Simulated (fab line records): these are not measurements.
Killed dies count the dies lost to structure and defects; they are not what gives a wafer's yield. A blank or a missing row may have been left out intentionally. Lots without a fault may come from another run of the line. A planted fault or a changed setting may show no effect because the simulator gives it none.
Chamber matching :: flow berkeley cmos170 :: 3 sister chambers for UCB170_SPACER_CVD_00 on pecvd-04
The step deposits SiO2 from TEOS/O2, target thk 376 nm, time 47 s. 14 wafers are shown with their chamber, then 7 later ones without.

== WAFERS, EACH WITH ITS CHAMBER ==
wafer: L282.1
chamber: 0
susceptor temp C (C): 389.74
heater power w (W): 206

wafer: L282.2
chamber: 1
susceptor temp C (C): 390.36
heater power w (W): 232

wafer: L282.6
chamber: 2
susceptor temp C (C): 390.26
heater power w (W): 181

wafer: L285.1
chamber: 1
susceptor temp C (C): 390.04
heater power w (W): 201

wafer: L285.3
chamber: 0
susceptor temp C (C): 390.06
heater power w (W): 193

wafer: L285.5
chamber: 0
susceptor temp C (C): 390.09
heater power w (W): 208

wafer: L287.3
chamber: 2
susceptor temp C (C): 389.74
heater power w (W): 192

wafer: L287.5
chamber: 2
susceptor temp C (C): 389.80
heater power w (W): 214

wafer: L287.6
chamber: 1
susceptor temp C (C): 389.88
heater power w (W): 216

wafer: L297.2
chamber: 2
susceptor temp C (C): 389.74
heater power w (W): 271

wafer: L297.5
chamber: 2
susceptor temp C (C): 389.84
heater power w (W): 189

wafer: L297.6
chamber: 1
susceptor temp C (C): 390.27
heater power w (W): 195

wafer: L299.1
chamber: 1
susceptor temp C (C): 390.28
heater power w (W): 179

wafer: L299.5
chamber: 0
susceptor temp C (C): 389.73
heater power w (W): 176

SIGNATURES (means of the wafers above)
reading: susceptor temp C
chamber 0: 389.9050
chamber 1: 390.1660
chamber 2: 389.8760
scatter within a chamber: 0.206

reading: heater power w
chamber 0: 195.75
chamber 1: 204.60
chamber 2: 209.40
scatter within a chamber: 26.3
Rule: for a wafer and a chamber, the distance is found by dividing, reading by reading, the gap between the wafer's reading and the chamber's mean by the reading's scatter, squaring, summing and taking the root. If the next closest chamber is less than 2 further off than the closest, the wafer can't be placed; otherwise it belongs to the closest. The scatter: the root of (the sum of the squares of (reading less its chamber's mean) over the shown wafers, divided by (wafers less chambers)).

== WAFERS WHOSE CHAMBER IS MISSING ==
wafer: L299.6
susceptor temp C (C): 390.08
heater power w (W): 223

wafer: L303.1
susceptor temp C (C): 389.84
heater power w (W): 228

wafer: L303.4
susceptor temp C (C): 389.71
heater power w (W): 209

wafer: L303.6
susceptor temp C (C): 389.95
heater power w (W): 242

wafer: L304.2
susceptor temp C (C): 389.70
heater power w (W): 218

wafer: L304.4
susceptor temp C (C): 390.18
heater power w (W): 214

wafer: L304.5
susceptor temp C (C): 389.91
heater power w (W): 239

== CHAMBER TAKEN BY EACH ==
wafer: L299.6
from the rows above: can't be placed: 1 or 2 or 0
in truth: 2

wafer: L303.1
from the rows above: can't be placed: 2 or 0 or 1
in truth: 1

wafer: L303.4
from the rows above: can't be placed: 2 or 0 or 1
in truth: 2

wafer: L303.6
from the rows above: can't be placed: 2 or 1 or 0
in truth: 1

wafer: L304.2
from the rows above: can't be placed: 2 or 0 or 1
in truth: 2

wafer: L304.4
from the rows above: can't be placed: 1 or 2 or 0
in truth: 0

wafer: L304.5
from the rows above: can't be placed: 2 or 0 or 1
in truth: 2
Correctly placed: 0 of 7. Unplaceable from these rows: 7, with the true chamber sitting among the candidates in 7. Wrongly placed: 0.
